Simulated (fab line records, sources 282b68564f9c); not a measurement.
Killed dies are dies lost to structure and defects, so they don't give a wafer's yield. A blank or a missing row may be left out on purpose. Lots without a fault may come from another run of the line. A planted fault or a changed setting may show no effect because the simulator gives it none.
Tool commonality check | flow rit_cmos | 14 lots, 51 wafers sampled

WHY IT WAS OPENED
At RIT_FOX2_THK_MEAS_01 the reading FOX2_OXIDE_THK is flagged on 3 of 14 lots. Wafers without a fault read 353 nm, standard deviation 6.1.
Rule: a lot is flagged when every wafer of it that has a number lies more than 4 standard deviations from that mean, or none has a number. The other lots count as sound.

lot  | measured    | on            | FOX2_OXIDE_THK (nm), wafer by wafer | flag
L333 | day 1 21:23 | film_metro-03 | 354 350 352                         |
L334 | day 2 04:22 | film_metro-03 | 356 354 352                         |
L335 | day 2 06:56 | film_metro-01 | 363 361 359                         |
L336 | day 2 11:52 | film_metro-04 | 357 358 361                         |
L337 | day 2 20:13 | film_metro-01 | 352 349 362                         |
L342 | day 3 21:39 | film_metro-01 | 340 345 342                         |
L343 | day 4 02:16 | film_metro-04 | 366 362 375                         |
L347 | day 4 21:51 | film_metro-03 | 308 309 304 308 309 304             | FLAGGED
L349 | day 5 05:53 | film_metro-04 | 310 308 315 310 308 315             | FLAGGED
L350 | day 5 15:18 | film_metro-04 | 308 306 312 308 306 312             | FLAGGED
L351 | day 5 18:45 | film_metro-04 | 349 345 342                         |
L353 | day 6 02:47 | film_metro-04 | 354 360 358                         |
L355 | day 6 18:47 | film_metro-03 | 347 343 345                         |
L356 | day 7 04:17 | film_metro-03 | 348 349 349                         |
The numbers of the flagged lots are 309 nm on average: -44 nm against the usual, or -7 standard deviations.

WHICH TOOL RAN EACH LOT
The record holds 1 process step before the reading, out of a route of 202 steps. In each cell: the tool, then ch and the chambers that the sampled wafers went through, then the start.
lot  | flag    | RIT_FOX2_OXIDATION_00
L333 |         | furnace-03 ch 0, day 1 20:04
L334 |         | furnace-04 ch 0, day 2 03:03
L335 |         | furnace-04 ch 0, day 2 05:36
L336 |         | furnace-04 ch 0, day 2 10:32
L337 |         | furnace-01 ch 0, day 2 18:53
L342 |         | furnace-03 ch 0, day 3 20:20
L343 |         | furnace-04 ch 0, day 4 00:57
L347 | FLAGGED | furnace-03 ch 0, day 4 20:31
L349 | FLAGGED | furnace-03 ch 0, day 5 04:34
L350 | FLAGGED | furnace-03 ch 0, day 5 13:58
L351 |         | furnace-01 ch 0, day 5 17:26
L353 |         | furnace-04 ch 0, day 6 01:28
L355 |         | furnace-01 ch 0, day 6 17:28
L356 |         | furnace-04 ch 0, day 7 02:57
What these steps do:
- RIT_FOX2_OXIDATION_00: target thk 350.7 nm, ox time 1130 s.
- RIT_FOX2_THK_MEAS_01

FLAGGED OVER TOTAL, TOOL BY TOOL (the gauges that took the reading come last)
step                  | tool          | lots run | flagged | share of the flagged lots | sound lots run after its first flagged lot
RIT_FOX2_OXIDATION_00 | furnace-01    | 3        | 0       | none                      | -
RIT_FOX2_OXIDATION_00 | furnace-03    | 5        | 3       | all                       | 0
RIT_FOX2_OXIDATION_00 | furnace-04    | 6        | 0       | none                      | -
RIT_FOX2_THK_MEAS_01  | film_metro-01 | 3        | 0       | none                      | -
RIT_FOX2_THK_MEAS_01  | film_metro-03 | 5        | 1       | some                      | 2 (L355,L356)
RIT_FOX2_THK_MEAS_01  | film_metro-04 | 6        | 2       | some                      | 2 (L351,L353)

WHAT THE TABLE ALLOWS
1 row of the table ran every flagged lot: furnace-03 at RIT_FOX2_OXIDATION_00.
- furnace-03 at RIT_FOX2_OXIDATION_00: 3 of its 5 lots flagged. Its last sound lot is L342 (day 3 20:20), its first flagged lot L347 (day 4 20:31): a fault that began between those two fits. Its own readings lie more than 4 standard deviations out on every wafer of the flagged lots: spike_tc_centre_C, spike_tc_load_C, spike_tc_source_C, tube_center_temp_C, tube_center_temp_C_max.
One tool is left: furnace-03 at RIT_FOX2_OXIDATION_00.

WHAT THE SIMULATOR HAD PUT IN
Process parameter drift: furnace-03, from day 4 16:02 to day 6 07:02, at RIT_FOX2_OXIDATION_00. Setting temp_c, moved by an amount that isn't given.
Lots struck among those shown: L347, L349, L350. The rule above found the same.
